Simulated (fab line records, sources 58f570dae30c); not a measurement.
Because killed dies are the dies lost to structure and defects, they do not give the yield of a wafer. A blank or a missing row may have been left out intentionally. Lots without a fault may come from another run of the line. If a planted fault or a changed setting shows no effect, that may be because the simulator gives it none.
8D (eight disciplines) problem report, filled in by code -- flow berkeley_cmos170 -- the parts of the form that need people (team, actions taken, sign-off) are left out

1. WHAT IS WRONG
At UCB170_CONTACT_ETCH_17, chamber_pressure_mTorr averages 36.016 mTorr over 2 wafers from 2 lots, while fault-free wafers read 30.001 mTorr, standard deviation 0.027. So: +99 or more standard deviations from the usual mean.
The step: etches BARC in N2/H2.
Earliest sighting: wafer L652.2 on rie_diel-02 at day 8 21:05. The record holds 30 wafers of 10 lots with a number at this step. Rule for "out", or "out of limits": more than 4 standard deviations from the usual mean. Any other wafer with a number is counted as sound.

2. WHAT THIS IS AND IS NOT
question,is,is not
which readings at this step,chamber_pressure_mTorr,"drypump_motor_current_A, oes_product_au, rf_fwd_power_W, throttle_valve_pct"
which lots,"L652, L656","L643, L644, L657, L658, L660, L662, L663, L665"
which wafers of those lots,"L652.2, L656.6","L652.5, L652.6, L656.4, L656.5"
read on which tools,rie_diel-02,"rie_diel-01, rie_diel-04"
when,from day 8 21:05,"up to then (8 sound wafers); but 20 sound wafers of L656, L657, L658, L660, L662, L663, L665 came after"

3. WHAT RULES OUT EACH SUSPECT
Counting: if a tool at a process step up to the reading ran every lot that is out, it stays a suspect. Sound lots after the first of them don't rule it out here, since some wafers of a struck lot are sound.
- rie_diel-02 at UCB170_CONTACT_ETCH_17 (etches BARC in N2/H2): kept. Every lot that is out went through it, the first being L652 (day 8 21:05); the last sound lot it ran before that was L643 (day 6 22:12). Out on those wafers are its own readings of chamber_pressure_mTorr.
- rie_diel-02, UCB170_CONTACT_ETCH_17: wafers that are out in chamber 1, sound lot-mates in chambers 0, 2, 3.
Remaining after the count: rie_diel-02 at UCB170_CONTACT_ETCH_17.

4. THE CAUSE (what the simulator had put in)
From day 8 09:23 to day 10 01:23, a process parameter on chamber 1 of rie_diel-02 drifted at UCB170_CONTACT_ETCH_17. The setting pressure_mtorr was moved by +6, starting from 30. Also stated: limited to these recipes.
Only this tool survived the counting.

5. THE CHAIN OF EFFECTS, in route order
Each row: a reading whose mean over the struck wafers that have a number lies more than 3 standard deviations from the usual. Only readings whose record carries a usual standard deviation are examined. hours: median over the lots of the time between each lot's start at the first step of this table that gives one and its start at this step. sigmas: the change, counted in usual standard deviations.
hours,step,reading,usual,on struck wafers,change,sigmas
0,UCB170_CONTACT_ETCH_17,chamber_pressure_mTorr,30.001 mTorr,36.016,+6.015,+99 or more
Its process steps:
- UCB170_CONTACT_ETCH_17: etches BARC in N2/H2.

6. WHAT WOULD HAVE CAUGHT IT SOONER
First out-of-limits reading in this record: day 8 21:05, which is 12 hours after fault onset at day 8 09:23.
